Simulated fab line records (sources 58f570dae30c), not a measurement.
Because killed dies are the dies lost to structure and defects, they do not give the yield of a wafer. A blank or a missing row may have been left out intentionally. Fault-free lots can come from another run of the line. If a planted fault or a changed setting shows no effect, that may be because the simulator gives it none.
fab line records || flow berkeley-cmos170 || part 2 of 2: steps 28 to 39 of 39
record {"lots": 5, "wafers": 15, "last-day": 13}
route steps=331 shown PWELL@35 WELLDRIVE@55 ACTIVE@60
lots that met no fault: from a run of the same line without faults
start-h: hours from the record's first day to the start of the lot's first wafer shown || wait-h: time in hours since the lot's previous step || " as in the row above || L1.1+2: a single row standing in for several wafers || - either no value or no given start || * or withheld: withheld || < > ~ a bound
route shown NAME@n: NAME is a module with steps in the file, n the number in the route of the first one || usual: mean/standard deviation of fault-free wafers || same: alike in all rows || chamber/n: place in a boat || sites: the reading at each site || _std_site: the values' standard deviation || _edge_site: mean of outer sites minus mean of inner sites || radius-mm: for every site, how far away it sits from the centre of the wafer || mask NAME#n: copy n || behind: tool/chamber where the wafer was last shaped || hold: the reason the lot was held/the length of the hold in hours/how it ended || device: the transistor (n, p or np) that didn't switch || end of line: the tests these same wafers got at the end of their route || a step given without rows: its recipe and nothing more || killed: at the first sort, the dies lost to defects and structure; wafer yield is something else || map: a wafer's dies, marking killed ones x, the rest . and places with no die _
set.NAME: the run value of the setting; set.NAME@STEP: its run value at that earlier step || model.NAME: the simulator's own value behind a step, which no gauge read
certain route steps with their lots: each step a table, each wafer a row
services: the hour from which a tool's chamber was out of use, counted from the record's first day as start-h (under 0 if before that day), plus the number of hours and why
## steps
# step UCB170_ACTIVE_OXIDATION_02
# recipe {"temp-c": 1000, "ambient": "O2", "target-thk-a": 264, "ox-time-s": 1260}
# usual {"spike-tc-centre-C": "1002.5/1"}
# same {"ox-time-s": 1260}
{"lot.wafer": "L078.1", "tool": "furnace-01", "chamber": 0, "start-h": 102.18, "wait-h": 4.3, "spike-tc-centre-C": 1002.0}
{"lot.wafer": "L078.3", "tool": "furnace-01", "chamber": 0, "start-h": 102.18, "wait-h": 4.3, "spike-tc-centre-C": 1000.6}
{"lot.wafer": "L078.4", "tool": "furnace-01", "chamber": 0, "start-h": 102.18, "wait-h": 4.3, "spike-tc-centre-C": 1002.2}
{"lot.wafer": "L085.3", "tool": "furnace-02", "chamber": 0, "start-h": 140.65, "wait-h": 9.0, "spike-tc-centre-C": 1003.1}
{"lot.wafer": "L085.4", "tool": "furnace-02", "chamber": 0, "start-h": 140.65, "wait-h": 9.0, "spike-tc-centre-C": 1004.0}
{"lot.wafer": "L085.5", "tool": "furnace-02", "chamber": 0, "start-h": 140.65, "wait-h": 9.0, "spike-tc-centre-C": 1001.6}
{"lot.wafer": "L086.2", "tool": "furnace-01", "chamber": 0, "start-h": 152.12, "wait-h": 5.3, "spike-tc-centre-C": 1001.0}
{"lot.wafer": "L086.5", "tool": "furnace-01", "chamber": 0, "start-h": 152.12, "wait-h": 5.3, "spike-tc-centre-C": 1002.5}
{"lot.wafer": "L086.6", "tool": "furnace-01", "chamber": 0, "start-h": 152.12, "wait-h": 5.3, "spike-tc-centre-C": 1002.4}
{"lot.wafer": "L087.3", "tool": "furnace-01", "chamber": 0, "start-h": 152.12, "wait-h": 5.3, "spike-tc-centre-C": 1000.9}
{"lot.wafer": "L087.4", "tool": "furnace-01", "chamber": 0, "start-h": 152.12, "wait-h": 5.3, "spike-tc-centre-C": 1002.3}
{"lot.wafer": "L087.6", "tool": "furnace-01", "chamber": 0, "start-h": 152.12, "wait-h": 5.3, "spike-tc-centre-C": 1001.1}
{"lot.wafer": "L095.1", "tool": "furnace-01", "chamber": 0, "start-h": 194.96, "wait-h": 4.9, "spike-tc-centre-C": 1002.5}
{"lot.wafer": "L095.5", "tool": "furnace-01", "chamber": 0, "start-h": 194.96, "wait-h": 4.9, "spike-tc-centre-C": 1002.8}
{"lot.wafer": "L095.6", "tool": "furnace-01", "chamber": 0, "start-h": 194.96, "wait-h": 4.9, "spike-tc-centre-C": 1001.4}
# step UCB170_ACTIVE_THK_MEAS_03
# recipe {"reads": "SiO2_of_ACTIVE_OXIDATION_02"}
# usual {"ACTIVE_OXIDE_THK": "26.5/0.48"}
{"lot.wafer": "L078.1", "tool": "film-metro-04", "chamber": "-", "start-h": 103.53, "wait-h": 0.0, "ACTIVE_OXIDE_THK[nm]": 26.6}
{"lot.wafer": "L078.3", "tool": "film-metro-04", "chamber": "-", "start-h": 103.53, "wait-h": 0.0, "ACTIVE_OXIDE_THK[nm]": 26.0}
{"lot.wafer": "L078.4", "tool": "film-metro-04", "chamber": "-", "start-h": 103.53, "wait-h": 0.0, "ACTIVE_OXIDE_THK[nm]": 26.2}
{"lot.wafer": "L085.3", "tool": "film-metro-04", "chamber": "-", "start-h": 142.02, "wait-h": 0.0, "ACTIVE_OXIDE_THK[nm]": 27.2}
{"lot.wafer": "L085.4", "tool": "film-metro-04", "chamber": "-", "start-h": 142.02, "wait-h": 0.0, "ACTIVE_OXIDE_THK[nm]": 27.0}
{"lot.wafer": "L085.5", "tool": "film-metro-04", "chamber": "-", "start-h": 142.02, "wait-h": 0.0, "ACTIVE_OXIDE_THK[nm]": 26.7}
{"lot.wafer": "L086.2", "tool": "film-metro-04", "chamber": "-", "start-h": 153.48, "wait-h": 0.0, "ACTIVE_OXIDE_THK[nm]": 26.9}
{"lot.wafer": "L086.5", "tool": "film-metro-04", "chamber": "-", "start-h": 153.48, "wait-h": 0.0, "ACTIVE_OXIDE_THK[nm]": 27.1}
{"lot.wafer": "L086.6", "tool": "film-metro-04", "chamber": "-", "start-h": 153.48, "wait-h": 0.0, "ACTIVE_OXIDE_THK[nm]": 27.2}
{"lot.wafer": "L087.3", "tool": "film-metro-02", "chamber": "-", "start-h": 153.49, "wait-h": 0.0, "ACTIVE_OXIDE_THK[nm]": 26.7}
{"lot.wafer": "L087.4", "tool": "film-metro-02", "chamber": "-", "start-h": 153.49, "wait-h": 0.0, "ACTIVE_OXIDE_THK[nm]": 27.1}
{"lot.wafer": "L087.6", "tool": "film-metro-02", "chamber": "-", "start-h": 153.49, "wait-h": 0.0, "ACTIVE_OXIDE_THK[nm]": 26.3}
{"lot.wafer": "L095.1", "tool": "film-metro-02", "chamber": "-", "start-h": 196.31, "wait-h": 0.0, "ACTIVE_OXIDE_THK[nm]": 26.2}
{"lot.wafer": "L095.5", "tool": "film-metro-02", "chamber": "-", "start-h": 196.31, "wait-h": 0.0, "ACTIVE_OXIDE_THK[nm]": 26.1}
{"lot.wafer": "L095.6", "tool": "film-metro-02", "chamber": "-", "start-h": 196.31, "wait-h": 0.0, "ACTIVE_OXIDE_THK[nm]": 26.4}
# step UCB170_ACTIVE_ANNEAL_04
# recipe {"temp-c": 1000, "time-s": 900, "ambient": "N2"}
# usual {"spike-tc-centre-C": "1003.1/1.2"}
{"lot.wafer": "L078.1", "tool": "furnace-02", "chamber": 0, "start-h": 107.42, "wait-h": 3.9, "spike-tc-centre-C": 1003.0}
{"lot.wafer": "L078.3", "tool": "furnace-02", "chamber": 0, "start-h": 107.42, "wait-h": 3.9, "spike-tc-centre-C": 1003.0}
{"lot.wafer": "L078.4", "tool": "furnace-02", "chamber": 0, "start-h": 107.42, "wait-h": 3.9, "spike-tc-centre-C": 1002.6}
{"lot.wafer": "L085.3", "tool": "furnace-01", "chamber": 0, "start-h": 148.27, "wait-h": 6.2, "spike-tc-centre-C": 1001.6}
{"lot.wafer": "L085.4", "tool": "furnace-01", "chamber": 0, "start-h": 148.27, "wait-h": 6.2, "spike-tc-centre-C": 1003.3}
{"lot.wafer": "L085.5", "tool": "furnace-01", "chamber": 0, "start-h": 148.27, "wait-h": 6.2, "spike-tc-centre-C": 1001.9}
{"lot.wafer": "L086.2", "tool": "furnace-01", "chamber": 0, "start-h": 158.53, "wait-h": 5.0, "spike-tc-centre-C": 1002.2}
{"lot.wafer": "L086.5", "tool": "furnace-01", "chamber": 0, "start-h": 158.53, "wait-h": 5.0, "spike-tc-centre-C": 1002.9}
{"lot.wafer": "L086.6", "tool": "furnace-01", "chamber": 0, "start-h": 158.53, "wait-h": 5.0, "spike-tc-centre-C": 1000.6}
{"lot.wafer": "L087.3", "tool": "furnace-01", "chamber": 0, "start-h": 158.53, "wait-h": 5.0, "spike-tc-centre-C": 1003.4}
{"lot.wafer": "L087.4", "tool": "furnace-01", "chamber": 0, "start-h": 158.53, "wait-h": 5.0, "spike-tc-centre-C": 1003.3}
{"lot.wafer": "L087.6", "tool": "furnace-01", "chamber": 0, "start-h": 158.53, "wait-h": 5.0, "spike-tc-centre-C": 1003.8}
{"lot.wafer": "L095.1", "tool": "furnace-04", "chamber": 0, "start-h": 197.94, "wait-h": 1.6, "spike-tc-centre-C": 1002.7}
{"lot.wafer": "L095.5", "tool": "furnace-04", "chamber": 0, "start-h": 197.94, "wait-h": 1.6, "spike-tc-centre-C": 1002.8}
{"lot.wafer": "L095.6", "tool": "furnace-04", "chamber": 0, "start-h": 197.94, "wait-h": 1.6, "spike-tc-centre-C": 1001.1}
# step UCB170_ACTIVE_CVD_05
# recipe {"material": "Si3N4", "target-thk-nm": 220, "temp-c": 800, "precursor": "SiH2Cl2/NH3", "time-s": 3300, "pressure-mtorr": 200, "sih2cl2-flow-sccm": 25, "nh3-flow-sccm": 75}
# usual {"spike-tc-centre-C": "802.0/1.2"}
{"lot.wafer": "L078.1", "tool": "lpcvd-01", "chamber": 0, "start-h": 108.67, "wait-h": 0.0, "spike-tc-centre-C": 803.6}
{"lot.wafer": "L078.3", "tool": "lpcvd-01", "chamber": 0, "start-h": 108.67, "wait-h": 0.0, "spike-tc-centre-C": 800.8}
{"lot.wafer": "L078.4", "tool": "lpcvd-01", "chamber": 0, "start-h": 108.67, "wait-h": 0.0, "spike-tc-centre-C": 802.1}
{"lot.wafer": "L085.3", "tool": "lpcvd-02", "chamber": 0, "start-h": 151.12, "wait-h": 1.6, "spike-tc-centre-C": 800.3}
{"lot.wafer": "L085.4", "tool": "lpcvd-02", "chamber": 0, "start-h": 151.12, "wait-h": 1.6, "spike-tc-centre-C": 798.8}
{"lot.wafer": "L085.5", "tool": "lpcvd-02", "chamber": 0, "start-h": 151.12, "wait-h": 1.6, "spike-tc-centre-C": 800.5}
{"lot.wafer": "L086.2", "tool": "lpcvd-01", "chamber": 1, "start-h": 161.91, "wait-h": 2.1, "spike-tc-centre-C": 802.0}
{"lot.wafer": "L086.5", "tool": "lpcvd-01", "chamber": 1, "start-h": 161.91, "wait-h": 2.1, "spike-tc-centre-C": 802.2}
{"lot.wafer": "L086.6", "tool": "lpcvd-01", "chamber": 1, "start-h": 161.91, "wait-h": 2.1, "spike-tc-centre-C": 801.4}
{"lot.wafer": "L087.3", "tool": "lpcvd-01", "chamber": 1, "start-h": 161.91, "wait-h": 2.1, "spike-tc-centre-C": 801.8}
{"lot.wafer": "L087.4", "tool": "lpcvd-01", "chamber": 1, "start-h": 161.91, "wait-h": 2.1, "spike-tc-centre-C": 802.3}
{"lot.wafer": "L087.6", "tool": "lpcvd-01", "chamber": 1, "start-h": 161.91, "wait-h": 2.1, "spike-tc-centre-C": 802.2}
{"lot.wafer": "L095.1", "tool": "lpcvd-01", "chamber": 0, "start-h": 199.19, "wait-h": 0.0, "spike-tc-centre-C": 802.5}
{"lot.wafer": "L095.5", "tool": "lpcvd-01", "chamber": 0, "start-h": 199.19, "wait-h": 0.0, "spike-tc-centre-C": 801.4}
{"lot.wafer": "L095.6", "tool": "lpcvd-01", "chamber": 0, "start-h": 199.19, "wait-h": 0.0, "spike-tc-centre-C": 801.7}
# step UCB170_ACTIVE_THK_MEAS_06
# recipe {"reads": "Si3N4_of_ACTIVE_CVD_05"}
# usual {"ACTIVE_NITRIDE_THK": "220.6/2.1"}
{"lot.wafer": "L078.1", "tool": "film-metro-01", "chamber": "-", "start-h": 110.64, "wait-h": 0.1, "ACTIVE_NITRIDE_THK[nm]": 218.6}
{"lot.wafer": "L078.3", "tool": "film-metro-01", "chamber": "-", "start-h": 110.64, "wait-h": 0.1, "ACTIVE_NITRIDE_THK[nm]": 218.7}
{"lot.wafer": "L078.4", "tool": "film-metro-01", "chamber": "-", "start-h": 110.64, "wait-h": 0.1, "ACTIVE_NITRIDE_THK[nm]": 221.8}
{"lot.wafer": "L085.3", "tool": "film-metro-04", "chamber": "-", "start-h": 153.06, "wait-h": 0.0, "ACTIVE_NITRIDE_THK[nm]": 223.7}
{"lot.wafer": "L085.4", "tool": "film-metro-04", "chamber": "-", "start-h": 153.06, "wait-h": 0.0, "ACTIVE_NITRIDE_THK[nm]": 223.2}
{"lot.wafer": "L085.5", "tool": "film-metro-04", "chamber": "-", "start-h": 153.06, "wait-h": 0.0, "ACTIVE_NITRIDE_THK[nm]": 222.5}
{"lot.wafer": "L086.2", "tool": "film-metro-02", "chamber": "-", "start-h": 163.84, "wait-h": 0.0, "ACTIVE_NITRIDE_THK[nm]": 217.1}
{"lot.wafer": "L086.5", "tool": "film-metro-02", "chamber": "-", "start-h": 163.84, "wait-h": 0.0, "ACTIVE_NITRIDE_THK[nm]": 218.8}
{"lot.wafer": "L086.6", "tool": "film-metro-02", "chamber": "-", "start-h": 163.84, "wait-h": 0.0, "ACTIVE_NITRIDE_THK[nm]": 220.2}
{"lot.wafer": "L087.3", "tool": "film-metro-04", "chamber": "-", "start-h": 163.85, "wait-h": 0.0, "ACTIVE_NITRIDE_THK[nm]": 220.7}
{"lot.wafer": "L087.4", "tool": "film-metro-04", "chamber": "-", "start-h": 163.85, "wait-h": 0.0, "ACTIVE_NITRIDE_THK[nm]": 221.6}
{"lot.wafer": "L087.6", "tool": "film-metro-04", "chamber": "-", "start-h": 163.85, "wait-h": 0.0, "ACTIVE_NITRIDE_THK[nm]": 221.4}
{"lot.wafer": "L095.1", "tool": "film-metro-01", "chamber": "-", "start-h": 201.11, "wait-h": 0.0, "ACTIVE_NITRIDE_THK[nm]": 220.9}
{"lot.wafer": "L095.5", "tool": "film-metro-01", "chamber": "-", "start-h": 201.11, "wait-h": 0.0, "ACTIVE_NITRIDE_THK[nm]": 218.6}
{"lot.wafer": "L095.6", "tool": "film-metro-01", "chamber": "-", "start-h": 201.11, "wait-h": 0.0, "ACTIVE_NITRIDE_THK[nm]": 220.7}
# step UCB170_ACTIVE_HMDS_07
# recipe {"prime-time-s": 60, "prime-temp-c": 100}
{"lot.wafer": "L078.1+3+4", "tool": "litho-track-02", "chamber": 0, "start-h": 110.70, "wait-h": 0.1}
{"lot.wafer": "L085.3+4+5", "tool": "litho-track-04", "chamber": 0, "start-h": 153.34, "wait-h": 0.3}
{"lot.wafer": "L086.2+5+6", "tool": "litho-track-02", "chamber": 0, "start-h": 163.91, "wait-h": 0.1}
{"lot.wafer": "L087.3+4+6", "tool": "litho-track-04", "chamber": 0, "start-h": 163.94, "wait-h": 0.1}
{"lot.wafer": "L095.1+5+6", "tool": "litho-track-03", "chamber": 0, "start-h": 201.17, "wait-h": 0.1}
# step UCB170_ACTIVE_COAT_08
# recipe {"resist": "KrF", "spin-rpm": 1500, "resist-thk-nm": 900}
# usual {"dispense-pressure-kPa": "45.9/2.5"}
{"lot.wafer": "L078.1", "tool": "litho-track-02", "chamber": 0, "start-h": 110.85, "wait-h": 0.1, "dispense-pressure-kPa": 43.3}
{"lot.wafer": "L078.3", "tool": "litho-track-02", "chamber": 0, "start-h": 110.85, "wait-h": 0.1, "dispense-pressure-kPa": 43.3}
{"lot.wafer": "L078.4", "tool": "litho-track-02", "chamber": 0, "start-h": 110.85, "wait-h": 0.1, "dispense-pressure-kPa": 43.2}
{"lot.wafer": "L085.3", "tool": "litho-track-04", "chamber": 0, "start-h": 153.49, "wait-h": 0.1, "dispense-pressure-kPa": 49.4}
{"lot.wafer": "L085.4", "tool": "litho-track-04", "chamber": 0, "start-h": 153.49, "wait-h": 0.1, "dispense-pressure-kPa": 49.4}
{"lot.wafer": "L085.5", "tool": "litho-track-04", "chamber": 0, "start-h": 153.49, "wait-h": 0.1, "dispense-pressure-kPa": 49.4}
{"lot.wafer": "L086.2", "tool": "litho-track-02", "chamber": 0, "start-h": 164.06, "wait-h": 0.1, "dispense-pressure-kPa": 43.2}
{"lot.wafer": "L086.5", "tool": "litho-track-02", "chamber": 0, "start-h": 164.06, "wait-h": 0.1, "dispense-pressure-kPa": 43.3}
{"lot.wafer": "L086.6", "tool": "litho-track-02", "chamber": 0, "start-h": 164.06, "wait-h": 0.1, "dispense-pressure-kPa": 43.2}
{"lot.wafer": "L087.3", "tool": "litho-track-04", "chamber": 0, "start-h": 164.09, "wait-h": 0.1, "dispense-pressure-kPa": 49.3}
{"lot.wafer": "L087.4", "tool": "litho-track-04", "chamber": 0, "start-h": 164.09, "wait-h": 0.1, "dispense-pressure-kPa": 49.4}
{"lot.wafer": "L087.6", "tool": "litho-track-04", "chamber": 0, "start-h": 164.09, "wait-h": 0.1, "dispense-pressure-kPa": 49.4}
{"lot.wafer": "L095.1", "tool": "litho-track-03", "chamber": 0, "start-h": 201.32, "wait-h": 0.1, "dispense-pressure-kPa": 44.7}
{"lot.wafer": "L095.5", "tool": "litho-track-03", "chamber": 0, "start-h": 201.32, "wait-h": 0.1, "dispense-pressure-kPa": 44.7}
{"lot.wafer": "L095.6", "tool": "litho-track-03", "chamber": 0, "start-h": 201.32, "wait-h": 0.1, "dispense-pressure-kPa": 44.7}
# step UCB170_ACTIVE_SOFTBAKE_09
# recipe {"resist": "KrF", "temp-c": 130, "time-s": 60}
{"lot.wafer": "L078.1+3+4", "tool": "litho-track-02", "chamber": 0, "start-h": 111.00, "wait-h": 0.1}
{"lot.wafer": "L085.3+4+5", "tool": "litho-track-04", "chamber": 0, "start-h": 153.64, "wait-h": 0.1}
{"lot.wafer": "L086.2+5+6", "tool": "litho-track-02", "chamber": 0, "start-h": 164.21, "wait-h": 0.1}
{"lot.wafer": "L087.3+4+6", "tool": "litho-track-04", "chamber": 0, "start-h": 164.24, "wait-h": 0.1}
{"lot.wafer": "L095.1+5+6", "tool": "litho-track-03", "chamber": 0, "start-h": 201.47, "wait-h": 0.1}
# step UCB170_ACTIVE_EXPOSE_10
# recipe {"mask-id": "ACTIVE", "target-cd-nm": 1200, "na": 0.5, "sigma-outer": 0.6, "source-shape": "conventional", "dose-mj": 20}
# usual {"stage-vel-mm-s": "499.98/0.27"}
{"lot.wafer": "L078.1", "tool": "krf-scanner-02", "chamber": 0, "start-h": 111.21, "wait-h": 0.2, "mask": "ACTIVE#0", "stage-vel-mm-s": 500.27}
{"lot.wafer": "L078.3", "tool": "krf-scanner-02", "chamber": 0, "start-h": 111.21, "wait-h": 0.2, "mask": "ACTIVE#0", "stage-vel-mm-s": 500.41}
{"lot.wafer": "L078.4", "tool": "krf-scanner-02", "chamber": 0, "start-h": 111.21, "wait-h": 0.2, "mask": "ACTIVE#0", "stage-vel-mm-s": 500.07}
{"lot.wafer": "L085.3", "tool": "krf-scanner-01", "chamber": 0, "start-h": 153.96, "wait-h": 0.3, "mask": "ACTIVE#0", "stage-vel-mm-s": 500.25}
{"lot.wafer": "L085.4", "tool": "krf-scanner-01", "chamber": 0, "start-h": 153.96, "wait-h": 0.3, "mask": "ACTIVE#0", "stage-vel-mm-s": 500.00}
{"lot.wafer": "L085.5", "tool": "krf-scanner-01", "chamber": 0, "start-h": 153.96, "wait-h": 0.3, "mask": "ACTIVE#0", "stage-vel-mm-s": 499.94}
{"lot.wafer": "L087.3", "tool": "krf-scanner-01", "chamber": 0, "start-h": 164.38, "wait-h": 0.1, "mask": "ACTIVE#0", "stage-vel-mm-s": 499.81}
{"lot.wafer": "L087.4", "tool": "krf-scanner-01", "chamber": 0, "start-h": 164.38, "wait-h": 0.1, "mask": "ACTIVE#0", "stage-vel-mm-s": 499.94}
{"lot.wafer": "L087.6", "tool": "krf-scanner-01", "chamber": 0, "start-h": 164.38, "wait-h": 0.1, "mask": "ACTIVE#0", "stage-vel-mm-s": 500.12}
{"lot.wafer": "L086.2", "tool": "krf-scanner-02", "chamber": 0, "start-h": 164.60, "wait-h": 0.4, "mask": "ACTIVE#0", "stage-vel-mm-s": 500.19}
{"lot.wafer": "L086.5", "tool": "krf-scanner-02", "chamber": 0, "start-h": 164.60, "wait-h": 0.4, "mask": "ACTIVE#0", "stage-vel-mm-s": 499.83}
{"lot.wafer": "L086.6", "tool": "krf-scanner-02", "chamber": 0, "start-h": 164.60, "wait-h": 0.4, "mask": "ACTIVE#0", "stage-vel-mm-s": 499.88}
{"lot.wafer": "L095.1", "tool": "krf-scanner-02", "chamber": 0, "start-h": 202.21, "wait-h": 0.7, "mask": "ACTIVE#0", "stage-vel-mm-s": 499.67}
{"lot.wafer": "L095.5", "tool": "krf-scanner-02", "chamber": 0, "start-h": 202.21, "wait-h": 0.7, "mask": "ACTIVE#0", "stage-vel-mm-s": 499.66}
{"lot.wafer": "L095.6", "tool": "krf-scanner-02", "chamber": 0, "start-h": 202.21, "wait-h": 0.7, "mask": "ACTIVE#0", "stage-vel-mm-s": 500.03}
# step UCB170_ACTIVE_PEB_11
# recipe {"peb-temp-c": 130, "peb-time-s": "withheld", "resist": "KrF"}
{"lot.wafer": "L078.1+3+4", "tool": "litho-track-04", "chamber": 0, "start-h": 111.72, "wait-h": 0.5}
{"lot.wafer": "L085.3+4+5", "tool": "litho-track-02", "chamber": 0, "start-h": 154.35, "wait-h": 0.4}
{"lot.wafer": "L087.3+4+6", "tool": "litho-track-03", "chamber": 0, "start-h": 164.50, "wait-h": 0.1}
{"lot.wafer": "L086.2+5+6", "tool": "litho-track-03", "chamber": 0, "start-h": 164.75, "wait-h": 0.1}
{"lot.wafer": "L095.1+5+6", "tool": "litho-track-03", "chamber": 0, "start-h": 202.34, "wait-h": 0.1}
# step UCB170_ACTIVE_DEVELOP_12
# recipe {"developer": "TMAH", "develop-time-s": 45, "resist": "KrF", "dev-temp-c": 21}
# same {"develop-time-s": 45}
{"lot.wafer": "L078.1+3+4", "tool": "litho-track-04", "chamber": 0, "start-h": "-", "wait-h": "-"}
{"lot.wafer": "L085.3+4+5", "tool": "litho-track-02", "chamber": 0, "start-h": "-", "wait-h": "-"}
{"lot.wafer": "L087.3+4+6", "tool": "litho-track-03", "chamber": 0, "start-h": "-", "wait-h": "-"}
{"lot.wafer": "L086.2+5+6", "tool": "litho-track-03", "chamber": 0, "start-h": "-", "wait-h": "-"}
{"lot.wafer": "L095.1+5+6", "tool": "litho-track-03", "chamber": 0, "start-h": "-", "wait-h": "-"}
# step UCB170_ACTIVE_CD_MEAS_13
# recipe {"target-cd-nm": 1200}
# usual {"cd-nm": "1199.6/1.3"}
{"lot.wafer": "L078.1", "tool": "cd-sem-02", "chamber": "-", "start-h": 112.00, "wait-h": "-", "cd-nm": 1200.6}
{"lot.wafer": "L078.3", "tool": "cd-sem-02", "chamber": "-", "start-h": 112.00, "wait-h": "-", "cd-nm": 1200.8}
{"lot.wafer": "L078.4", "tool": "cd-sem-02", "chamber": "-", "start-h": 112.00, "wait-h": "-", "cd-nm": 1201.7}
{"lot.wafer": "L085.3", "tool": "cd-sem-02", "chamber": "-", "start-h": 154.62, "wait-h": "-", "cd-nm": 1201.1}
{"lot.wafer": "L085.4", "tool": "cd-sem-02", "chamber": "-", "start-h": 154.62, "wait-h": "-", "cd-nm": 1200.0}
{"lot.wafer": "L085.5", "tool": "cd-sem-02", "chamber": "-", "start-h": 154.62, "wait-h": "-", "cd-nm": 1198.8}
{"lot.wafer": "L087.3", "tool": "cd-sem-01", "chamber": "-", "start-h": 164.77, "wait-h": "-", "cd-nm": 1200.2}
{"lot.wafer": "L087.4", "tool": "cd-sem-01", "chamber": "-", "start-h": 164.77, "wait-h": "-", "cd-nm": 1199.5}
{"lot.wafer": "L087.6", "tool": "cd-sem-01", "chamber": "-", "start-h": 164.77, "wait-h": "-", "cd-nm": 1201.7}
{"lot.wafer": "L086.2", "tool": "cd-sem-02", "chamber": "-", "start-h": 165.02, "wait-h": "-", "cd-nm": 1200.2}
{"lot.wafer": "L086.5", "tool": "cd-sem-02", "chamber": "-", "start-h": 165.02, "wait-h": "-", "cd-nm": 1201.0}
{"lot.wafer": "L086.6", "tool": "cd-sem-02", "chamber": "-", "start-h": 165.02, "wait-h": "-", "cd-nm": 1199.1}
{"lot.wafer": "L095.1", "tool": "cd-sem-01", "chamber": "-", "start-h": 202.62, "wait-h": "-", "cd-nm": 1198.9}
{"lot.wafer": "L095.5", "tool": "cd-sem-01", "chamber": "-", "start-h": 202.62, "wait-h": "-", "cd-nm": 1197.9}
{"lot.wafer": "L095.6", "tool": "cd-sem-01", "chamber": "-", "start-h": 202.62, "wait-h": "-", "cd-nm": 1198.2}
## services
{"tool": "rie-diel-02", "chamber": 1, "start-h": 42.80, "hours": 3.1, "kind": "repair"}
{"tool": "furnace-01", "chamber": "-", "start-h": 44.75, "hours": 4.0, "kind": "pm"}
{"tool": "krf-scanner-02", "chamber": "-", "start-h": 49.18, "hours": 0.8, "kind": "pm"}
{"tool": "implanter-04", "chamber": "-", "start-h": 53.27, "hours": 2.7, "kind": "repair"}
{"tool": "furnace-02", "chamber": "-", "start-h": 62.98, "hours": 3.0, "kind": "pm"}
{"tool": "furnace-01", "chamber": "-", "start-h": 69.65, "hours": 3.1, "kind": "pm"}
{"tool": "krf-scanner-02", "chamber": "-", "start-h": 74.89, "hours": 0.8, "kind": "pm"}
{"tool": "krf-scanner-02", "chamber": 0, "start-h": 85.98, "hours": "-", "kind": "calibration"}
{"tool": "krf-scanner-01", "chamber": "-", "start-h": 96.94, "hours": 8.1, "kind": "repair"}
{"tool": "krf-scanner-01", "chamber": "-", "start-h": 110.76, "hours": 1.0, "kind": "repair"}
{"tool": "krf-scanner-01", "chamber": "-", "start-h": 115.30, "hours": 1.3, "kind": "pm"}
{"tool": "furnace-04", "chamber": "-", "start-h": 131.16, "hours": 3.2, "kind": "pm"}
{"tool": "implanter-02", "chamber": "-", "start-h": 131.69, "hours": 8.8, "kind": "pm"}
{"tool": "implanter-02", "chamber": "-", "start-h": 143.82, "hours": 2.2, "kind": "repair"}
{"tool": "rie-diel-02", "chamber": 1, "start-h": 144.67, "hours": 2.2, "kind": "repair"}
{"tool": "furnace-01", "chamber": "-", "start-h": 153.47, "hours": 2.2, "kind": "pm"}
{"tool": "rie-diel-02", "chamber": 1, "start-h": 158.40, "hours": 6.3, "kind": "repair"}
{"tool": "krf-scanner-01", "chamber": "-", "start-h": 160.36, "hours": 0.8, "kind": "pm"}
{"tool": "implanter-02", "chamber": "-", "start-h": 160.60, "hours": 1.2, "kind": "repair"}
{"tool": "krf-scanner-02", "chamber": "-", "start-h": 178.07, "hours": 1.3, "kind": "pm"}
{"tool": "krf-scanner-01", "chamber": "-", "start-h": 179.37, "hours": 3.6, "kind": "pm"}
{"tool": "rie-diel-01", "chamber": 3, "start-h": 181.72, "hours": 2.2, "kind": "repair"}
{"tool": "krf-scanner-02", "chamber": "-", "start-h": 188.21, "hours": 1.0, "kind": "pm"}
{"tool": "krf-scanner-01", "chamber": "-", "start-h": 191.54, "hours": 1.0, "kind": "pm"}
